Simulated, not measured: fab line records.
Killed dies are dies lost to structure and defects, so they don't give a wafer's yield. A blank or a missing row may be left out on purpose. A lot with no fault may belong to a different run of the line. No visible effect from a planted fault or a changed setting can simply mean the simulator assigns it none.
Check of tool commonality :: flow berkeley cmos170 :: Lots sampled 14, wafers sampled 42

== WHY IT WAS OPENED ==
At UCB170_NLDD_TW_MEAS_11 the reading NLDD_TW is flagged on 2 of 14 lots. Wafers without a fault read 2234, standard deviation 17.
Rule: flag the lot when none of its wafers has a number, or when each of its wafers that has one lies beyond 4 standard deviations from that mean. The rest of the lots are taken to be sound.

lot: L698
measured: day 7 09:51
on: film metro-01
NLDD_TW, wafer by wafer: 2256 2255 2254
flag: 

lot: L701
measured: day 7 15:29
on: film metro-04
NLDD_TW, wafer by wafer: 2214 2227 2215
flag: 

lot: L700
measured: day 7 17:44
on: film metro-01
NLDD_TW, wafer by wafer: 2257 2257 2253
flag: 

lot: L702
measured: day 9 02:56
on: film metro-03
NLDD_TW, wafer by wafer: 2225 2216 2217
flag: 

lot: L704
measured: day 9 07:54
on: film metro-03
NLDD_TW, wafer by wafer: 2225 2229 2224
flag: 

lot: L706
measured: day 9 08:16
on: film metro-03
NLDD_TW, wafer by wafer: 2234 2233 2228
flag: 

lot: L703
measured: day 9 08:24
on: film metro-01
NLDD_TW, wafer by wafer: 2258 2249 2263
flag: 

lot: L708
measured: day 9 19:24
on: film metro-04
NLDD_TW, wafer by wafer: 2211 2226 2220
flag: 

lot: L711
measured: day 10 03:21
on: film metro-01
NLDD_TW, wafer by wafer: 2253 2262 2258
flag: 

lot: L709
measured: day 10 10:28
on: film metro-04
NLDD_TW, wafer by wafer: 2209 2194 2202
flag: 

lot: L716
measured: day 11 12:29
on: film metro-01
NLDD_TW, wafer by wafer: 2252 2250 2260
flag: 

lot: L714
measured: day 11 12:54
on: film metro-03
NLDD_TW, wafer by wafer: 2099 2093 2096
flag: FLAGGED

lot: L719
measured: day 12 09:07
on: film metro-01
NLDD_TW, wafer by wafer: 2096 2110 2112
flag: FLAGGED

lot: L720
measured: day 12 09:31
on: film metro-03
NLDD_TW, wafer by wafer: 2224 2237 2223
flag: 
The numbers of the flagged lots are 2101 on average: -133 against the usual, or -8 standard deviations.

== WHICH TOOL RAN EACH LOT ==
The record holds 1 process step before the reading, out of a route of 331 steps. In each cell: the tool, then ch and the chambers that the sampled wafers went through, then the start.
lot: L698
flag: 
UCB170_NLDD_IMPLANT_08: implanter-01 ch 0, day 7 09:27

lot: L701
flag: 
UCB170_NLDD_IMPLANT_08: implanter-04 ch 0, day 7 15:06

lot: L700
flag: 
UCB170_NLDD_IMPLANT_08: implanter-04 ch 0, day 7 17:22

lot: L702
flag: 
UCB170_NLDD_IMPLANT_08: implanter-04 ch 0, day 9 02:33

lot: L704
flag: 
UCB170_NLDD_IMPLANT_08: implanter-02 ch 0, day 9 07:30

lot: L706
flag: 
UCB170_NLDD_IMPLANT_08: implanter-01 ch 0, day 9 07:52

lot: L703
flag: 
UCB170_NLDD_IMPLANT_08: implanter-04 ch 0, day 9 08:02

lot: L708
flag: 
UCB170_NLDD_IMPLANT_08: implanter-01 ch 0, day 9 19:00

lot: L711
flag: 
UCB170_NLDD_IMPLANT_08: implanter-01 ch 0, day 10 02:57

lot: L709
flag: 
UCB170_NLDD_IMPLANT_08: implanter-02 ch 0, day 10 10:04

lot: L716
flag: 
UCB170_NLDD_IMPLANT_08: implanter-02 ch 0, day 11 12:05

lot: L714
flag: FLAGGED
UCB170_NLDD_IMPLANT_08: implanter-01 ch 0, day 11 12:30

lot: L719
flag: FLAGGED
UCB170_NLDD_IMPLANT_08: implanter-01 ch 0, day 12 08:43

lot: L720
flag: 
UCB170_NLDD_IMPLANT_08: implanter-02 ch 0, day 12 09:08
What is done by these steps:
- UCB170_NLDD_IMPLANT_08
- UCB170_NLDD_TW_MEAS_11

== FLAGGED OVER TOTAL, TOOL BY TOOL (the gauges that took the reading come last) ==
step: UCB170_NLDD_IMPLANT_08
tool: implanter-01
lots run: 6
flagged: 2
share of the flagged lots: all
sound lots run after its first flagged lot: 0

step: UCB170_NLDD_IMPLANT_08
tool: implanter-02
lots run: 4
flagged: 0
share of the flagged lots: none
sound lots run after its first flagged lot: -

step: UCB170_NLDD_IMPLANT_08
tool: implanter-04
lots run: 4
flagged: 0
share of the flagged lots: none
sound lots run after its first flagged lot: -

step: UCB170_NLDD_TW_MEAS_11
tool: film metro-01
lots run: 6
flagged: 1
share of the flagged lots: some
sound lots run after its first flagged lot: 0

step: UCB170_NLDD_TW_MEAS_11
tool: film metro-03
lots run: 5
flagged: 1
share of the flagged lots: some
sound lots run after its first flagged lot: 1 (L720)

step: UCB170_NLDD_TW_MEAS_11
tool: film metro-04
lots run: 3
flagged: 0
share of the flagged lots: none
sound lots run after its first flagged lot: -

== WHAT THE TABLE ALLOWS ==
In the table, 1 row covers all flagged lots: implanter-01 at UCB170_NLDD_IMPLANT_08.
- implanter-01 at UCB170_NLDD_IMPLANT_08: 2 of its 6 lots flagged. Its last sound lot is L711 (day 10 02:57), its first flagged lot L714 (day 11 12:30): a fault that began between those two fits. Its own readings lie more than 4 standard deviations out on every wafer of the flagged lots: dose ions cm2, faraday current uA.
One tool is left: implanter-01 at UCB170_NLDD_IMPLANT_08.

== WHAT THE SIMULATOR PUT IN ==
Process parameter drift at UCB170_NLDD_IMPLANT_08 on implanter-01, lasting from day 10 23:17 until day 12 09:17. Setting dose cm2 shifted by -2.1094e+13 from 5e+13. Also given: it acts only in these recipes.
Struck lots among those shown: L714, L719. The same result came from the rule above.
